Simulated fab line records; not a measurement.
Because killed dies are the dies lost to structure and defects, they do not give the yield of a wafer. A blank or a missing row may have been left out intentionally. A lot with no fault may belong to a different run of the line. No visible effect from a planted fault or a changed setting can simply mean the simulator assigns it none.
Which of the tools did it? ; flow ritCmos ; 13 lots, 39 wafers sampled, at 3 steps of a route of 202

## WHAT THE GAUGES READ, wafer by wafer
RIT_FOX2_THK_MEAS_90.
lot;measured;on;FIELD_OXIDE_LEFT_1_THK (nm)
L290;day 1 20:50;filmMetro-01;328 326 327
L291;day 2 05:38;filmMetro-03;332 325 329
L292;day 2 06:15;filmMetro-01;322 324 322
L293;day 2 16:41;filmMetro-04;323 326 320
L294;day 2 19:51;filmMetro-01;320 328 320
L296;day 3 03:16;filmMetro-01;316 313 321
L298;day 3 13:38;filmMetro-04;292 288 285
L300;day 3 23:17;filmMetro-01;334 332 337
L303;day 4 13:35;filmMetro-04;323 325 326
L308;day 5 14:02;filmMetro-04;329 323 326
L309;day 5 20:02;filmMetro-01;334 334 330
L310;day 6 00:19;filmMetro-03;325 330 331
L311;day 6 06:36;filmMetro-04;328 332 336

RIT_FOX2_THK_MEAS_91.
lot;measured;on;FIELD_OXIDE_LEFT_2_THK (nm)
L290;day 2 11:10;filmMetro-01;261 259 260
L291;day 2 18:31;filmMetro-04;264 257 261
L292;day 2 19:49;filmMetro-03;255 257 255
L293;day 3 05:13;filmMetro-01;255 258 252
L294;day 3 09:52;filmMetro-03;252 260 252
L296;day 3 15:47;filmMetro-01;248 244 253
L298;day 4 03:05;filmMetro-04;225 221 217
L300;day 4 12:08;filmMetro-03;266 264 269
L303;day 5 03:30;filmMetro-04;254 257 258
L308;day 6 02:31;filmMetro-04;261 255 258
L309;day 6 08:17;filmMetro-01;266 266 263
L310;day 6 13:25;filmMetro-01;257 262 263
L311;day 6 19:07;filmMetro-03;259 263 267

## EACH LOT AND THE TOOL THAT RAN IT (in order: tool; ch and the chambers of the sampled wafers; start)
lot;RIT_FOX2_CLEAN_02
L290;wetBench-04 ch 1, day 1 20:01
L291;wetBench-04 ch 3, day 2 04:49
L292;wetBench-02 ch 2, day 2 05:25
L293;wetBench-04 ch 0, day 2 15:52
L294;wetBench-01 ch 1, day 2 19:02
L296;wetBench-02 ch 0, day 3 02:26
L298;wetBench-02 ch 0, day 3 12:49
L300;wetBench-01 ch 0, day 3 22:24
L303;wetBench-04 ch 3, day 4 12:41
L308;wetBench-04 ch 2, day 5 13:13
L309;wetBench-01 ch 2, day 5 19:13
L310;wetBench-04 ch 2, day 5 23:30
L311;wetBench-04 ch 3, day 6 05:42
- RIT_FOX2_CLEAN_02: cleans in dHF, time 180 s.

## WHAT THE TOOLS THEMSELVES READ (means of the sampled wafers that have a number; where no wafer has one, the mark that the record gives instead)
RIT_FOX2_CLEAN_02.
lot;tool;runLengthS (s)
L290;wetBench-04;207
L291;wetBench-04;205
L292;wetBench-02;206
L293;wetBench-04;207
L294;wetBench-01;212
L296;wetBench-02;212
L298;wetBench-02;572
L300;wetBench-01;206
L303;wetBench-04;206
L308;wetBench-04;205
L309;wetBench-01;213
L310;wetBench-04;203
L311;wetBench-04;214

## THE ANSWER, worked out from the rows above alone
Rule: the usual values come from the lots themselves. The widest of any qualifying gaps counts: lots, ordered by their means at a reading, are off when they make up no more than a third of the lots, leave a main group of 4 or more, and stand apart from it by 3 or more times the standard deviation of that group's means. Not used: any main group whose means are identical at the precision the tables above print for the reading. Also off: a lot with no number at a reading for which 4 or more lots have one. All remaining lots with rows at the step are treated as sound. First the gauges in route order, then the tools' own readings, where a lot's mean is used as printed above. The first step at which some lot is off is used, and at that step the reading that is off furthest; a lot without a number counts as furthest.
Off: L298, seen at RIT_FOX2_THK_MEAS_90 (FIELD_OXIDE_LEFT_1_THK). The main group has a mean of 327 nm with a standard deviation of 4.8.
A tool fits if, at a process step before that reading, it ran every lot that is off, and no sound lot after the first of them. The gauges at RIT_FOX2_THK_MEAS_90 aren't tried: what is off there is off at RIT_FOX2_CLEAN_02 too, on other tools, and a gauge's error can't cause that. One candidate fits, namely wetBench-02 at RIT_FOX2_CLEAN_02. Its last sound lot is L296 (day 3 02:26), its first lot that is off L298 (day 3 12:49): a fault that began between those two fits.
The tool's own readings at RIT_FOX2_CLEAN_02 bear it out: on the lots that are off they differ by more than 5 times the standard deviation of the sound lots' means. runLengthS reads 572 s there against 208 s on the sound lots.

## WHAT WAS PUT IN BY THE SIMULATOR
wetBench-02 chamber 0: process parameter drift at RIT_FOX2_CLEAN_02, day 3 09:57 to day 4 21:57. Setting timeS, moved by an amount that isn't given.
Struck lots among those shown: L298. The same result came from the rule above.
